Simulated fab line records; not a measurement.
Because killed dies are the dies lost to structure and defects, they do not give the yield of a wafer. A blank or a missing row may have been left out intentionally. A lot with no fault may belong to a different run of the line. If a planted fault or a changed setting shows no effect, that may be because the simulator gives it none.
fab line records | flow berkeleyCmos170 | part 1 of 2: steps 1 to 27 of 36
record lots=5 wafers=15 lastDay=9
route steps=331 shown V1@255 M2@271
lots that met no fault: from a run of the same line without faults
startH: the number of hours between the record's first day and the start of the first shown wafer of the lot | waitH: hours elapsed since this lot's preceding step | " as in the row above | L1.1+2: a single row standing in for several wafers | - value missing, or start not given | * or withheld: withheld | < > ~ a bound
route shown NAME@n: NAME is a module with steps in the file, n the number in the route of the first one | usual: mean/standard deviation of fault-free wafers | same: alike in all rows | chamber/n: place in a boat | sites: each site's reading | _std_site: the standard deviation of these | _edge_site: the outer-site mean with the inner-site mean subtracted | radiusMm: for every site, how far away it sits from the centre of the wafer | mask NAME#n: copy n | behind: the last tool/chamber to shape the wafer | hold: why the lot went on hold/how many hours it stayed there/how the hold came to an end | device: transistor that didn't switch, given as n, p or np | end of line: tests run on the same wafers once the route is complete | where a step has no rows: the recipe by itself | killed: dies lost to structure and defects at the first sort, not the wafer's yield | map: a wafer's dies, marking killed ones x, the rest . and places with no die _
set.NAME: the setting as run; set.NAME@STEP: as run at that earlier step | model.NAME: the simulator's own value behind a step, which no gauge read
lots at some steps of the route; a table a step, a row a wafer
services: the hour from which a tool's chamber was out of use, counted from the record's first day as startH (under 0 if before that day), plus the number of hours and why
## steps
# step UCB170_V1_THK_MEAS_01
# recipe reads=SiO2_of_V1_CVD_00
# usual V1_TEOS_THK=2006/31
# columns lot.wafer tool chamber startH waitH V1_TEOS_THK[nm]
L074.2 filmMetro-02 - 156.12 0.1 1960
L074.4 " - " " 1994
L074.5 " - " " 2049
L079.4 filmMetro-03 - 186.86 0.0 2009
L079.5 " - " " 1957
L079.6 " - " " 2040
L082.1 filmMetro-02 - 204.58 0.1 1994
L082.2 " - " " 2054
L082.3 " - " " 2004
L083.2 filmMetro-01 - 204.67 0.2 2007
L083.4 " - " " 2036
L083.6 " - " " 2031
L085.2 filmMetro-02 - 204.75 0.1 2054
L085.5 " - " " 2073
L085.6 " - " " 1984
# step UCB170_V1_CMP_02
# recipe material=SiO2 downForcePsi=6 platenRpm=60 padVelocityMS=0.75398
# usual motorCurrentA=16.4/1.4
# columns lot.wafer tool chamber startH waitH motorCurrentA
L074.4 cmp-02 2 156.27 0.1 16.0
L074.2 " 3 " " 16.9
L074.5 " 0 " " 16.0
L079.4 cmp-01 2 186.94 0.1 14.8
L079.6 " 1 " " 17.9
L079.5 " 2 " " 14.8
L082.2 cmp-02 0 204.64 0.0 16.1
L082.3 " 1 " " 18.2
L082.1 " 3 " " 16.2
L085.2 cmp-02 0 204.94 0.2 15.9
L085.5 " 0 " " 15.9
L085.6 " 1 " " 18.4
L083.2 cmp-01 0 204.99 0.3 14.9
L083.4 " 2 " " 15.1
L083.6 " 0 " " 15.2
# step UCB170_V1_BOW_MEAS_03
# recipe mode=bow
# usual V1_BOW=18/7.2
# columns lot.wafer tool chamber startH waitH V1_BOW[um]
L074.2 filmMetro-03 - 156.49 0.1 19
L074.4 " - " " 19
L074.5 " - " " 15
L079.4 filmMetro-02 - 187.25 0.3 20
L079.5 " - " " 17
L079.6 " - " " 21
L082.1 filmMetro-01 - 204.94 0.1 16
L082.2 " - " " 16
L082.3 " - " " 26
L083.2 filmMetro-02 - 205.26 0.2 17
L083.4 " - " " 21
L083.6 " - " " 20
L085.2 filmMetro-03 - 205.26 0.3 16
L085.5 " - " " 12
L085.6 " - " " 1
# step UCB170_V1_THK_MEAS_04
# recipe reads=SiO2_of_V1_CVD_00
# usual V1_POLISHED_THK=1000.1/1.6
# columns lot.wafer tool chamber startH waitH V1_POLISHED_THK[nm]
L074.2 filmMetro-03 - 156.60 0.1 1000.8
L074.4 " - " " 1002.6
L074.5 " - " " 1002.4
L079.4 filmMetro-02 - 187.34 0.1 999.7
L079.5 " - " " 999.7
L079.6 " - " " 1002.4
L082.1 filmMetro-01 - 205.06 0.1 1000.6
L082.2 " - " " 1000.8
L082.3 " - " " 999.9
L083.2 filmMetro-02 - 205.37 0.1 998.3
L083.4 " - " " 997.6
L083.6 " - " " 1000.0
L085.2 filmMetro-03 - 205.37 0.1 999.8
L085.5 " - " " 1000.0
L085.6 " - " " 997.0
# step UCB170_V1_CLEAN_05
# recipe chemistry=DIW
# columns lot.wafer tool chamber startH waitH
L074.2+4+5 wetBench-03 2 156.65 0.0
L079.4+5+6 wetBench-01 3 187.55 0.2
L082.1+2+3 wetBench-04 1 208.01 2.9
L083.2+4+6 wetBench-04 0 208.01 2.6
L085.2+5+6 wetBench-04 2 208.01 2.6
# step UCB170_V1_HMDS_06
# recipe primeTimeS=60 primeTempC=100
# usual primeTempC=100.02/0.13
# columns lot.wafer tool chamber startH waitH primeTempC
L074.2 lithoTrack-04 0 157.04 0.2 99.83
L074.4 " 0 " " 100.00
L074.5 " 0 " " 100.06
L079.4 lithoTrack-02 0 188.07 0.3 100.14
L079.5 " 0 " " 99.89
L079.6 " 0 " " 100.02
L085.2 lithoTrack-04 0 208.23 0.0 100.06
L085.5 " 0 " " 99.87
L085.6 " 0 " " 100.22
L082.1 lithoTrack-02 0 208.44 0.3 99.97
L082.2 " 0 " " 99.93
L082.3 " 0 " " 100.20
L083.2 lithoTrack-03 0 208.66 0.5 100.07
L083.4 " 0 " " 100.00
L083.6 " 0 " " 99.97
# step UCB170_V1_COAT_07
# recipe resist=KrF spinRpm=1500 resistThkNm=900
# usual dispensePressureKPa=50/5.1
# columns lot.wafer tool chamber startH waitH dispensePressureKPa
L074.2 lithoTrack-04 0 157.19 0.1 56
L074.4 " 0 " " 56
L074.5 " 0 " " 56
L079.4 lithoTrack-02 0 188.22 0.1 43
L079.5 " 0 " " 43
L079.6 " 0 " " 43
L085.2 lithoTrack-04 0 208.38 0.1 56
L085.5 " 0 " " 56
L085.6 " 0 " " 56
L082.1 lithoTrack-02 0 208.59 0.1 43
L082.2 " 0 " " 43
L082.3 " 0 " " 43
L083.2 lithoTrack-03 0 208.81 0.1 52
L083.4 " 0 " " 52
L083.6 " 0 " " 52
# step UCB170_V1_SOFTBAKE_08
# recipe resist=KrF tempC=130 timeS=60
# usual heaterPowerTotalW=56.80/0.042
# same timeS=60
# columns lot.wafer tool chamber startH waitH heaterPowerTotalW
L074.2 lithoTrack-04 0 157.34 0.1 56.88
L074.4 " 0 " " 56.82
L074.5 " 0 " " 56.81
L079.4 lithoTrack-02 0 188.37 0.1 56.81
L079.5 " 0 " " 56.85
L079.6 " 0 " " 56.82
L085.2 lithoTrack-04 0 208.53 0.1 56.86
L085.5 " 0 " " 56.77
L085.6 " 0 " " 56.79
L082.1 lithoTrack-02 0 208.74 0.1 56.77
L082.2 " 0 " " 56.86
L082.3 " 0 " " 56.78
L083.2 lithoTrack-03 0 208.96 0.1 56.77
L083.4 " 0 " " 56.79
L083.6 " 0 " " 56.78
# step UCB170_V1_EXPOSE_09
# recipe maskId=VIA1 targetCdNm=700 na=0.5 sigmaOuter=0.6 sourceShape=conventional doseMj=37
# same sigmaOuter=0.6
# columns lot.wafer tool chamber startH waitH mask
L074.2+4+5 krfScanner-01 0 157.49 0.1 VIA1#0
L079.4+5+6 krfScanner-01 0 188.50 0.1 VIA1#0
L085.2+5+6 krfScanner-01 0 209.02 0.5 VIA1#0
L082.1+2+3 krfScanner-02 0 209.25 0.5 VIA1#0
L083.2+4+6 krfScanner-02 0 209.38 0.4 VIA1#0
# step UCB170_V1_PEB_10
# recipe pebTempC=130 pebTimeS=withheld resist=KrF
# usual heaterPowerTotalW=56.80/0.043
# columns lot.wafer tool chamber startH waitH heaterPowerTotalW
L074.2 lithoTrack-04 0 157.61 0.1 56.84
L074.4 " 0 " " 56.74
L074.5 " 0 " " 56.87
L079.4 lithoTrack-04 0 189.18 0.7 56.82
L079.5 " 0 " " 56.81
L079.6 " 0 " " 56.80
L085.2 lithoTrack-03 0 209.15 0.1 56.91
L085.5 " 0 " " 56.82
L085.6 " 0 " " 56.82
L082.1 lithoTrack-03 0 209.40 0.1 56.77
L082.2 " 0 " " 56.77
L082.3 " 0 " " 56.78
L083.2 lithoTrack-04 0 209.68 0.3 56.86
L083.4 " 0 " " 56.82
L083.6 " 0 " " 56.87
# step UCB170_V1_DEVELOP_11
# recipe developer=TMAH developTimeS=45 resist=KrF devTempC=21
# columns lot.wafer tool chamber startH waitH
L074.2+4+5 lithoTrack-04 0 - -
L079.4+5+6 lithoTrack-04 0 - -
L085.2+5+6 lithoTrack-03 0 - -
L082.1+2+3 lithoTrack-03 0 - -
L083.2+4+6 lithoTrack-04 0 - -
# step UCB170_V1_CD_MEAS_12
# recipe targetCdNm=700
# usual cdNm=700.2/1.4
# columns lot.wafer tool chamber startH waitH cdNm
L074.2 cdSem-02 - 157.88 - 699.7
L074.4 " - " " 700.2
L074.5 " - " " 699.8
L079.4 cdSem-01 - 189.44 - 700.9
L079.5 " - " " 701.1
L079.6 " - " " 701.4
L085.2 cdSem-02 - 209.42 - 702.5
L085.5 " - " " 702.0
L085.6 " - " " 701.6
L082.1 cdSem-02 - 209.67 - 701.0
L082.2 " - " " 702.1
L082.3 " - " " 701.4
L083.2 cdSem-02 - 209.95 - 701.0
L083.4 " - " " 700.5
L083.6 " - " " 701.2
# step UCB170_V1_OVL_MEAS_13
# usual V1_OVL=-3/5.5
# columns lot.wafer tool chamber startH waitH V1_OVL[nm]
L074.2 overlay-02 - 157.99 0.1 -6
L074.4 " - " " -11
L074.5 " - " " -8
L079.4 overlay-01 - 189.52 0.1 -3
L079.5 " - " " -16
L079.6 " - " " -8
L085.2 overlay-02 - 209.52 0.1 -1
L085.5 " - " " -1
L085.6 " - " " -1
L082.1 overlay-02 - 209.79 0.1 6
L082.2 " - " " -1
L082.3 " - " " 1
L083.2 overlay-01 - 210.05 0.1 2
L083.4 " - " " 4
L083.6 " - " " -4
# step UCB170_V1_ETCH_14
# recipe chemistry=CHF3/CF4/Ar target=SiO2 stopOn=Al CHF3_flow_sccm=45 cf4FlowSccm=15 Ar_flow_sccm=150 pressureMtorr=200 rfW=700 targetDepthA=12500 overEtchFrac=0.25 timeS=291
# usual cf4FlowSccm=15.00/0.044 drypumpMotorCurrentA=5.8/0.43 oesProductAu=0.865/0.011 rfFwdPowerW=698.0/1.9 throttleValvePct=6.99/0.11
# same timeS=291
# columns lot.wafer tool chamber startH waitH cf4FlowSccm drypumpMotorCurrentA oesProductAu rfFwdPowerW rfHoursCounterH throttleValvePct
L074.2 rieDiel-02 2 158.02 0.0 14.96 6.4 0.855 698.2 10 7.12
L074.4 " 3 " " 14.99 5.5 0.869 696.0 32 7.18
L074.5 " 1 " " 14.96 5.9 0.871 695.9 - 7.09
L079.4 rieDiel-04 0 189.53 0.0 15.08 5.9 0.852 698.9 18 7.02
L079.5 " 1 " " 14.97 6.3 0.867 698.6 - 7.00
L079.6 " 0 " " 15.04 5.9 0.858 696.9 - 7.02
L085.2 rieDiel-02 3 209.55 0.0 14.98 5.5 0.866 694.7 34 7.18
L085.5 " 0 " " 15.01 6.0 0.859 699.1 - 6.92
L085.6 " 1 " " 15.07 5.9 0.869 700.0 - 7.07
L082.1 rieDiel-04 3 209.83 0.0 14.98 5.3 0.871 695.5 16 6.78
L082.2 " 2 " " 14.95 6.3 0.882 697.4 143 6.98
L082.3 " 1 " " 14.89 6.4 0.856 697.1 21 7.01
L083.2 rieDiel-01 1 210.08 0.0 15.03 5.0 0.872 699.5 136 7.10
L083.4 " 1 " " 14.94 5.0 0.870 698.3 - 7.10
L083.6 " 3 " " 14.95 5.6 0.856 697.4 - 6.87
# step UCB170_V1_STRIP_15
# recipe chemistry=O2 powerW=400 pressureMtorr=3500 platenTempC=withheld o2FlowSccm=400 overashFraction=0.5
# usual drypumpMotorCurrentA=5.8/0.42 oesProductAu=0.721/0.0047 stripTimeToEndpointS=15.35/0.15
# columns lot.wafer tool chamber startH waitH drypumpMotorCurrentA oesProductAu rfHoursCounterH stripTimeToEndpointS
L074.2 plasmaAsher-01 1 158.20 0.1 5.5 0.721 4 15.45
L074.4 " 1 " " 5.5 0.723 - 15.11
L074.5 " 1 " " 5.5 0.723 - 15.18
L079.4 plasmaAsher-04 1 189.75 0.1 6.6 0.718 - 15.34
L079.5 " 1 " " 6.5 0.728 - 15.18
L079.6 " 0 " " 5.9 0.726 - 15.32
L085.2 plasmaAsher-01 1 209.73 0.1 5.5 0.714 10 15.36
L085.5 " 1 " " 5.5 0.714 - 15.55
L085.6 " 0 " " 5.4 0.718 - 15.39
L082.1 plasmaAsher-02 1 210.01 0.1 5.5 0.727 49 15.11
L082.2 " 0 " " 5.9 0.730 49 15.28
L082.3 " 0 " " 5.9 0.725 - 15.24
L083.2 plasmaAsher-04 0 210.26 0.1 5.9 0.722 50 15.56
L083.4 " 1 " " 6.5 0.722 - 15.46
L083.6 " 1 " " 6.6 0.723 - 15.12
# step UCB170_V1_CD_MEAS_90
# recipe targetCdNm=700
# usual cdNm=699.7/1.5
# columns lot.wafer tool chamber startH waitH cdNm
L074.2 cdSem-01 - 158.32 0.1 699.1
L074.4 " - " " 699.7
L074.5 " - " " 699.6
L079.4 cdSem-01 - 189.87 0.1 698.1
L079.5 " - " " 699.5
L079.6 " - " " 698.6
L085.2 cdSem-01 - 209.85 0.1 702.3
L085.5 " - " " 701.4
L085.6 " - " " 701.1
L082.1 cdSem-01 - 210.11 0.1 699.2
L082.2 " - " " 702.8
L082.3 " - " " 700.5
L083.2 cdSem-02 - 210.38 0.1 698.9
L083.4 " - " " 698.5
L083.6 " - " " 701.5
# step UCB170_M2_PRE_CLEAN_00
# recipe gas=Ar precleanEtchTimeS=60
# columns lot.wafer tool chamber startH waitH
L074.2+4+5 pvdSputter-04 - 158.42 0.1
L079.4+5+6 pvdSputter-02 - 189.93 0.0
L085.2+5+6 pvdSputter-02 - 209.95 0.1
L082.1+2+3 pvdSputter-04 - 210.23 0.1
L083.2+4+6 pvdSputter-03 - 210.48 0.1
# step UCB170_M2_SPUTTER_01
# recipe material=Al targetThkNm=900 timeS=120 powerW=6000 chamberPressurePa=0.5
# usual throttleValvePct=29.9/1.1
# same timeS=120
# columns lot.wafer tool chamber startH waitH throttleValvePct
L074.2 pvdSputter-04 - 158.48 0.0 29.9
L074.4 " - " " 27.9
L074.5 " - " " 30.0
L079.4 pvdSputter-02 - 190.00 0.0 29.9
L079.5 " - " " 29.8
L079.6 " - " " 31.4
L085.2 pvdSputter-02 - 210.02 0.0 30.2
L085.5 " - " " 30.2
L085.6 " - " " 29.6
L082.1 pvdSputter-04 - 210.29 0.0 31.2
L082.2 " - " " 27.7
L082.3 " - " " 30.6
L083.2 pvdSputter-03 - 210.55 0.0 31.0
L083.4 " - " " 31.0
L083.6 " - " " 28.0
# step UCB170_M2_RS_MEAS_02
# recipe thkMeasGauge=four-point-probe reads=Al_of_M2_SPUTTER_01
# usual M2_AL_RS=0.0319/0.00044
# columns lot.wafer tool chamber startH waitH M2_AL_RS[ohm/sq]
L074.2 filmMetro-02 - 158.59 0.1 0.0316
L074.4 " - " " 0.0314
L074.5 " - " " 0.0316
L079.4 filmMetro-02 - 190.14 0.1 0.0320
L079.5 " - " " 0.0320
L079.6 " - " " 0.0311
L085.2 filmMetro-04 - 210.12 0.1 0.0328
L085.5 " - " " 0.0328
L085.6 " - " " 0.0323
L082.1 filmMetro-04 - 210.38 0.0 0.0319
L082.2 " - " " 0.0325
L082.3 " - " " 0.0314
L083.2 filmMetro-02 - 210.65 0.1 0.0319
L083.4 " - " " 0.0318
L083.6 " - " " 0.0313
# step UCB170_M2_THK_MEAS_03
# recipe thkMeasGauge=xrf reads=Al_of_M2_SPUTTER_01
# usual M2_AL_THK=917/13
# columns lot.wafer tool chamber startH waitH M2_AL_THK[nm]
L074.2 filmMetro-02 - 158.70 0.1 918
L074.4 " - " " 925
L074.5 " - " " 915
L079.4 filmMetro-02 - 190.23 0.1 906
L079.5 " - " " 909
L079.6 " - " " 936
L085.2 filmMetro-04 - 210.23 0.1 907
L085.5 " - " " 899
L085.6 " - " " 915
L082.1 filmMetro-04 - 210.50 0.1 926
L082.2 " - " " 908
L082.3 " - " " 937
L083.2 filmMetro-02 - 210.76 0.1 900
L083.4 " - " " 904
L083.6 " - " " 924
# step UCB170_M2_HMDS_04
# recipe primeTimeS=60 primeTempC=100
# usual primeTempC=100.02/0.13
# columns lot.wafer tool chamber startH waitH primeTempC
L074.2 lithoTrack-02 0 159.35 0.6 99.95
L074.4 " 0 " " 100.04
L074.5 " 0 " " 99.89
L079.4 lithoTrack-02 0 190.42 0.2 99.83
L079.5 " 0 " " 99.95
L079.6 " 0 " " 99.96
L085.2 lithoTrack-02 0 210.54 0.3 99.98
L085.5 " 0 " " 99.83
L085.6 " 0 " " 99.98
L082.1 lithoTrack-02 0 210.97 0.5 99.87
L082.2 " 0 " " 100.07
L082.3 " 0 " " 99.93
L083.2 lithoTrack-04 0 211.23 0.5 100.18
L083.4 " 0 " " 100.14
L083.6 " 0 " " 100.03
# step UCB170_M2_COAT_05
# recipe resist=KrF spinRpm=1500 resistThkNm=900
# usual dispensePressureKPa=49/5.8
# columns lot.wafer tool chamber startH waitH dispensePressureKPa
L074.2 lithoTrack-02 0 159.50 0.1 43
L074.4 " 0 " " 43
L074.5 " 0 " " 43
L079.4 lithoTrack-02 0 190.57 0.1 43
L079.5 " 0 " " 43
L079.6 " 0 " " 43
L085.2 lithoTrack-02 0 210.69 0.1 43
L085.5 " 0 " " 43
L085.6 " 0 " " 43
L082.1 lithoTrack-02 0 211.12 0.1 43
L082.2 " 0 " " 43
L082.3 " 0 " " 43
L083.2 lithoTrack-04 0 211.38 0.1 56
L083.4 " 0 " " 56
L083.6 " 0 " " 56
# step UCB170_M2_SOFTBAKE_06
# recipe resist=KrF tempC=130 timeS=60
# usual heaterPowerTotalW=56.81/0.049
# same timeS=60
# columns lot.wafer tool chamber startH waitH heaterPowerTotalW
L074.2 lithoTrack-02 0 159.65 0.1 56.78
L074.4 " 0 " " 56.86
L074.5 " 0 " " 56.79
L079.4 lithoTrack-02 0 190.72 0.1 56.86
L079.5 " 0 " " 56.80
L079.6 " 0 " " 56.82
L085.2 lithoTrack-02 0 210.84 0.1 56.65
L085.5 " 0 " " 56.78
L085.6 " 0 " " 56.80
L082.1 lithoTrack-02 0 211.27 0.1 56.80
L082.2 " 0 " " 56.77
L082.3 " 0 " " 56.78
L083.2 lithoTrack-04 0 211.53 0.1 56.76
L083.4 " 0 " " 56.94
L083.6 " 0 " " 56.80
# step UCB170_M2_STRIP_07
# recipe chemistry=O2 powerW=400 pressureMtorr=3500 platenTempC=withheld o2FlowSccm=400 overashFraction=0.5
# usual drypumpMotorCurrentA=5.8/0.34 oesProductAu=0.735/0.0052 stripTimeToEndpointS=21.98/0.069
# columns lot.wafer tool chamber startH waitH drypumpMotorCurrentA oesProductAu rfHoursCounterH stripTimeToEndpointS
L074.2 plasmaAsher-03 1 159.78 0.1 5.7 0.737 38 21.95
L074.4 " 0 " " 5.5 0.735 - 21.89
L074.5 " 0 " " 5.5 0.730 - 21.94
L079.4 plasmaAsher-04 0 190.83 0.1 5.8 0.737 - 22.00
L079.5 " 0 " " 5.9 0.732 - 21.97
L079.6 " 1 " " 6.5 0.735 - 22.02
L085.2 plasmaAsher-02 1 210.97 0.1 5.5 0.733 49 22.02
L085.5 " 1 " " 5.6 0.741 - 22.02
L085.6 " 0 " " 5.8 0.734 - 21.98
L082.1 plasmaAsher-02 1 211.42 0.1 5.6 0.738 50 22.01
L082.2 " 0 " " 5.9 0.727 50 22.03
L082.3 " 1 " " 5.5 0.733 - 21.97
L083.2 plasmaAsher-04 1 211.65 0.1 6.5 0.730 50 21.82
L083.4 " 1 " " 6.5 0.729 - 21.81
L083.6 " 1 " " 6.6 0.729 - 21.87
# step UCB170_M2_STRIP_08
# recipe chemistry=DMSO tempC=80 timeS=600 material=KrF
# same timeS=600
# columns lot.wafer tool chamber startH waitH
L074.2+4+5 wetBench-02 0 159.88 0.1
L079.4+5+6 wetBench-04 1 191.11 0.3
L085.2+5+6 wetBench-02 3 211.07 0.1
L082.1+2+3 wetBench-02 3 211.52 0.1
L083.2+4+6 wetBench-02 1 211.75 0.1
# step UCB170_M2_COAT_09
# recipe resist=BARC tempC=withheld timeS=withheld spinRpm=3000 resistThkNm=withheld
# usual dispensePressureKPa=47/5.5
# columns lot.wafer tool chamber startH waitH dispensePressureKPa
L074.2 lithoTrack-04 0 160.96 0.9 56
L074.4 " 0 " " 56
L074.5 " 0 " " 56
L079.4 lithoTrack-02 0 191.36 0.1 43
L079.5 " 0 " " 43
L079.6 " 0 " " 43
L085.2 lithoTrack-01 0 211.66 0.4 46
L085.5 " 0 " " 46
L085.6 " 0 " " 46
L082.1 lithoTrack-01 0 212.54 0.8 46
L082.2 " 0 " " 46
L082.3 " 0 " " 46
L083.2 lithoTrack-04 0 212.58 0.7 56
L083.4 " 0 " " 56
L083.6 " 0 " " 56
# step UCB170_M2_COAT_10
# recipe resist=KrF spinRpm=1500 resistThkNm=900
# usual dispensePressureKPa=47/5.5
# columns lot.wafer tool chamber startH waitH dispensePressureKPa
L074.2 lithoTrack-04 0 - - 56
L074.4 " 0 " " 56
L074.5 " 0 " " 56
L079.4 lithoTrack-02 0 - - 43
L079.5 " 0 " " 43
L079.6 " 0 " " 43
L085.2 lithoTrack-01 0 - - 46
L085.5 " 0 " " 46
L085.6 " 0 " " 46
L082.1 lithoTrack-01 0 - - 46
L082.2 " 0 " " 46
L082.3 " 0 " " 46
L083.2 lithoTrack-04 0 - - 56
L083.4 " 0 " " 56
L083.6 " 0 " " 56
